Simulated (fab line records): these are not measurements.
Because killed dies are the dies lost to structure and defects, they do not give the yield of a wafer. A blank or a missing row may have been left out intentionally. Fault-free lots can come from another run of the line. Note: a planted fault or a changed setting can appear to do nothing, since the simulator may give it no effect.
Split-lot trial / flow berkeleyCmos170 / 23 wafers read from 5 lots, route of 331 steps

SPLIT DETAILS
At UCB170_PLDD_COAT_01 (resist thk 900 nm), the setting spinRpm was moved away from the recipe's 1500 rpm on 8 of the 23 wafers read, by -5.8% to +6.7%. The other wafers ran this setting at the recipe's value.

Reading taken at the split's own step.

THE READING
KrF_of_PLDD_COAT_01.thkNm (the simulator's own value, which no gauge read), in nm, at UCB170_PLDD_COAT_01 (resist thk 900 nm). The file does not state a usual value for it. Here, 15 wafers ran the recipe; their average is 901.5 nm with a standard deviation of 2 nm.

wafer=L078.1; tool, chamber at the split=lithoTrack-03, 0; spinRpm as run, rpm=1500; against the recipe=recipe; KrF_of_PLDD_COAT_01.thkNm, nm=898.2; against lot-mates on the recipe=-
wafer=L078.2; tool, chamber at the split=lithoTrack-03, 0; spinRpm as run, rpm=1539; against the recipe=+2.6%; KrF_of_PLDD_COAT_01.thkNm, nm=889.1; against lot-mates on the recipe=-11.7
wafer=L078.4; tool, chamber at the split=lithoTrack-03, 0; spinRpm as run, rpm=1539; against the recipe=+2.6%; KrF_of_PLDD_COAT_01.thkNm, nm=889.2; against lot-mates on the recipe=-11.6
wafer=L078.5; tool, chamber at the split=lithoTrack-03, 0; spinRpm as run, rpm=1500; against the recipe=recipe; KrF_of_PLDD_COAT_01.thkNm, nm=902; against lot-mates on the recipe=-
wafer=L078.6; tool, chamber at the split=lithoTrack-03, 0; spinRpm as run, rpm=1500; against the recipe=recipe; KrF_of_PLDD_COAT_01.thkNm, nm=902.2; against lot-mates on the recipe=-
wafer=L080.1; tool, chamber at the split=lithoTrack-04, 0; spinRpm as run, rpm=1554; against the recipe=+3.6%; KrF_of_PLDD_COAT_01.thkNm, nm=886.8; against lot-mates on the recipe=-17.3
wafer=L080.2; tool, chamber at the split=lithoTrack-04, 0; spinRpm as run, rpm=1500; against the recipe=recipe; KrF_of_PLDD_COAT_01.thkNm, nm=904.4; against lot-mates on the recipe=-
wafer=L080.4; tool, chamber at the split=lithoTrack-04, 0; spinRpm as run, rpm=1500; against the recipe=recipe; KrF_of_PLDD_COAT_01.thkNm, nm=902.2; against lot-mates on the recipe=-
wafer=L080.5; tool, chamber at the split=lithoTrack-04, 0; spinRpm as run, rpm=1500; against the recipe=recipe; KrF_of_PLDD_COAT_01.thkNm, nm=905.6; against lot-mates on the recipe=-
wafer=L080.6; tool, chamber at the split=lithoTrack-04, 0; spinRpm as run, rpm=1554; against the recipe=+3.6%; KrF_of_PLDD_COAT_01.thkNm, nm=888.5; against lot-mates on the recipe=-15.6
wafer=L083.1; tool, chamber at the split=lithoTrack-02, 0; spinRpm as run, rpm=1500; against the recipe=recipe; KrF_of_PLDD_COAT_01.thkNm, nm=897.7; against lot-mates on the recipe=-
wafer=L083.2; tool, chamber at the split=lithoTrack-02, 0; spinRpm as run, rpm=1413; against the recipe=-5.8%; KrF_of_PLDD_COAT_01.thkNm, nm=927.4; against lot-mates on the recipe=+26.4
wafer=L083.3; tool, chamber at the split=lithoTrack-02, 0; spinRpm as run, rpm=1500; against the recipe=recipe; KrF_of_PLDD_COAT_01.thkNm, nm=901.9; against lot-mates on the recipe=-
wafer=L083.4; tool, chamber at the split=lithoTrack-02, 0; spinRpm as run, rpm=1413; against the recipe=-5.8%; KrF_of_PLDD_COAT_01.thkNm, nm=930; against lot-mates on the recipe=+29.0
wafer=L083.5; tool, chamber at the split=lithoTrack-02, 0; spinRpm as run, rpm=1500; against the recipe=recipe; KrF_of_PLDD_COAT_01.thkNm, nm=903.4; against lot-mates on the recipe=-
wafer=L085.1; tool, chamber at the split=lithoTrack-03, 0; spinRpm as run, rpm=1500; against the recipe=recipe; KrF_of_PLDD_COAT_01.thkNm, nm=900.6; against lot-mates on the recipe=-
wafer=L085.3; tool, chamber at the split=lithoTrack-03, 0; spinRpm as run, rpm=1500; against the recipe=recipe; KrF_of_PLDD_COAT_01.thkNm, nm=902.2; against lot-mates on the recipe=-
wafer=L085.5; tool, chamber at the split=lithoTrack-03, 0; spinRpm as run, rpm=1500; against the recipe=recipe; KrF_of_PLDD_COAT_01.thkNm, nm=900.4; against lot-mates on the recipe=-
wafer=L082.1; tool, chamber at the split=lithoTrack-03, 0; spinRpm as run, rpm=1600; against the recipe=+6.7%; KrF_of_PLDD_COAT_01.thkNm, nm=872.4; against lot-mates on the recipe=-28.2
wafer=L082.2; tool, chamber at the split=lithoTrack-03, 0; spinRpm as run, rpm=1500; against the recipe=recipe; KrF_of_PLDD_COAT_01.thkNm, nm=900.3; against lot-mates on the recipe=-
wafer=L082.6; tool, chamber at the split=lithoTrack-03, 0; spinRpm as run, rpm=1500; against the recipe=recipe; KrF_of_PLDD_COAT_01.thkNm, nm=900.3; against lot-mates on the recipe=-
wafer=L082.3; tool, chamber at the split=lithoTrack-03, 0; spinRpm as run, rpm=1500; against the recipe=recipe; KrF_of_PLDD_COAT_01.thkNm, nm=901.3; against lot-mates on the recipe=-
wafer=L082.4; tool, chamber at the split=lithoTrack-03, 0; spinRpm as run, rpm=1600; against the recipe=+6.7%; KrF_of_PLDD_COAT_01.thkNm, nm=871.5; against lot-mates on the recipe=-29.1

FIT RESULTS
A straight line over all 23 wafers: KrF_of_PLDD_COAT_01.thkNm changes by -4.49 nm for each +1% of spinRpm; r = -0.99; the points scatter about the line by 1.9 nm.
The same after taking each lot's own level away (the mean of its wafers on the recipe; 23 wafers): -4.53 nm for each +1%; r = -0.99; scatter 1.5 nm.
The reading moves by 30 nm for the largest change in spinRpm, on that fit.
From 900.63 to 904.07 nm: that is the span of the lots' own levels, equal to 1.7 times the standard deviation above.
Consequently the slope shifts little with the lot-to-lot level, the two slopes agreeing.
Check: with one of the wafers moved furthest among these (+6.7%) left out of the fit, the line predicts -30.5 nm for it against its lot-mates. Against them it came out at -28.2 nm.

OTHER SPLITS ON THESE WAFERS
Before the reading, these wafers also passed through other splits. Each is held against what the fit with the lots' levels taken away leaves over:
other split on the same wafers=UCB170_START_OXIDATION_02 oxTimeS; wafers away from the commonest value=18; r with KrF_of_PLDD_COAT_01.thkNm (lot level and that fit taken away)=+0.00
other split on the same wafers=UCB170_NWELL_CVD_04 tempC; wafers away from the commonest value=10; r with KrF_of_PLDD_COAT_01.thkNm (lot level and that fit taken away)=-0.14
other split on the same wafers=UCB170_WELLDRIVE_ANNEAL_03 timeS; wafers away from the commonest value=18; r with KrF_of_PLDD_COAT_01.thkNm (lot level and that fit taken away)=-0.02
other split on the same wafers=UCB170_ACTIVE_ETCH_15 timeS; wafers away from the commonest value=6; r with KrF_of_PLDD_COAT_01.thkNm (lot level and that fit taken away)=-0.16
other split on the same wafers=UCB170_PFIELD_IMPLANT_07 doseCm2; wafers away from the commonest value=9; r with KrF_of_PLDD_COAT_01.thkNm (lot level and that fit taken away)=+0.38
other split on the same wafers=UCB170_FIELD_OXIDATION_01 oxTimeS; wafers away from the commonest value=18; r with KrF_of_PLDD_COAT_01.thkNm (lot level and that fit taken away)=-0.04
other split on the same wafers=UCB170_PVT_IMPLANT_07 doseCm2; wafers away from the commonest value=6; r with KrF_of_PLDD_COAT_01.thkNm (lot level and that fit taken away)=+0.22

THE FILE'S OWN FIT
KrF_of_PLDD_COAT_01.thkNm changes by -4.51 nm for each +1% of spinRpm, r = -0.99.
